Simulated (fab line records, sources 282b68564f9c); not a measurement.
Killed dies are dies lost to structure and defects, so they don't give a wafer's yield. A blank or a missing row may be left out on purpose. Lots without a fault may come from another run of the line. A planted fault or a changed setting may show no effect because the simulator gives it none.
Tool commonality check | flow rit_cmos | 13 lots, 39 wafers sampled

WHY IT WAS OPENED
At RIT_NWELL_TW_MEAS_10 the reading NWELL_TW is flagged on 1 of 13 lots. Wafers without a fault read 2119, standard deviation 20.
Rule: a lot is flagged when every wafer of it that has a number lies more than 4 standard deviations from that mean, or none has a number. The other lots count as sound.

lot  | measured    | on            | NWELL_TW, wafer by wafer | flag
L321 | day 1 22:22 | film_metro-02 | 2136 2129 2128           |
L322 | day 2 03:20 | film_metro-03 | 2110 2107 2116           |
L323 | day 2 09:27 | film_metro-02 | 2150 2122 2137           |
L325 | day 2 18:37 | film_metro-03 | 2113 2114 2108           |
L326 | day 2 23:15 | film_metro-03 | 2105 2099 2105           |
L328 | day 3 13:22 | film_metro-02 | 30 30 30                 | FLAGGED
L338 | day 5 11:27 | film_metro-02 | 2166 2146 2155           |
L339 | day 5 15:52 | film_metro-03 | 2105 2105 2106           |
L340 | day 5 22:38 | film_metro-04 | 2095 2103 2088           |
L341 | day 6 05:03 | film_metro-03 | 2094 2115 2113           |
L342 | day 6 08:00 | film_metro-02 | 2152 2153 2144           |
L343 | day 6 12:05 | film_metro-02 | 2159 2158 2150           |
L344 | day 6 19:31 | film_metro-03 | 2107 2116 2117           |
The numbers of the flagged lots are 30 on average: -2089 against the usual, or -99 or more standard deviations.

WHICH TOOL RAN EACH LOT
The record holds 1 process step before the reading, out of a route of 202 steps. In each cell: the tool, then ch and the chambers that the sampled wafers went through, then the start.
lot  | flag    | RIT_NWELL_EXPOSE_03
L321 |         | iline_stepper-01 ch 0, day 1 21:19
L322 |         | iline_stepper-02 ch 0, day 2 02:18
L323 |         | iline_stepper-01 ch 0, day 2 08:10
L325 |         | iline_stepper-01 ch 0, day 2 17:35
L326 |         | iline_stepper-02 ch 0, day 2 22:13
L328 | FLAGGED | iline_stepper-02 ch 0, day 3 12:20
L338 |         | iline_stepper-02 ch 0, day 5 10:18
L339 |         | iline_stepper-02 ch 0, day 5 14:50
L340 |         | iline_stepper-01 ch 0, day 5 21:36
L341 |         | iline_stepper-02 ch 0, day 6 04:01
L342 |         | iline_stepper-01 ch 0, day 6 06:59
L343 |         | iline_stepper-01 ch 0, day 6 11:04
L344 |         | iline_stepper-02 ch 0, day 6 18:29
What these steps do:
- RIT_NWELL_EXPOSE_03: exposes mask M2, target cd 43900 nm.
- RIT_NWELL_TW_MEAS_10

FLAGGED OVER TOTAL, TOOL BY TOOL (the gauges that took the reading come last)
step                 | tool             | lots run | flagged | share of the flagged lots | sound lots run after its first flagged lot
RIT_NWELL_EXPOSE_03  | iline_stepper-01 | 6        | 0       | none                      | -
RIT_NWELL_EXPOSE_03  | iline_stepper-02 | 7        | 1       | all                       | 4 (L338,L339,L341,L344)
RIT_NWELL_TW_MEAS_10 | film_metro-02    | 6        | 1       | all                       | 3 (L338,L342,L343)
RIT_NWELL_TW_MEAS_10 | film_metro-03    | 6        | 0       | none                      | -
RIT_NWELL_TW_MEAS_10 | film_metro-04    | 1        | 0       | none                      | -

WHAT THE TABLE ALLOWS
2 rows of the table ran every flagged lot: iline_stepper-02 at RIT_NWELL_EXPOSE_03, film_metro-02 at RIT_NWELL_TW_MEAS_10.
- iline_stepper-02 at RIT_NWELL_EXPOSE_03: 1 of its 7 lots flagged. Sound lots ran on it after the first flagged one (L338, L339, L341, L344), which a lasting fault on the whole tool wouldn't allow.
- film_metro-02 at RIT_NWELL_TW_MEAS_10: 1 of its 6 lots flagged. Sound lots ran on it after the first flagged one (L338, L342, L343), which a lasting fault on the whole tool wouldn't allow.
No row of the table ran every flagged lot and no sound lot after the first.

WHAT THE SIMULATOR HAD PUT IN
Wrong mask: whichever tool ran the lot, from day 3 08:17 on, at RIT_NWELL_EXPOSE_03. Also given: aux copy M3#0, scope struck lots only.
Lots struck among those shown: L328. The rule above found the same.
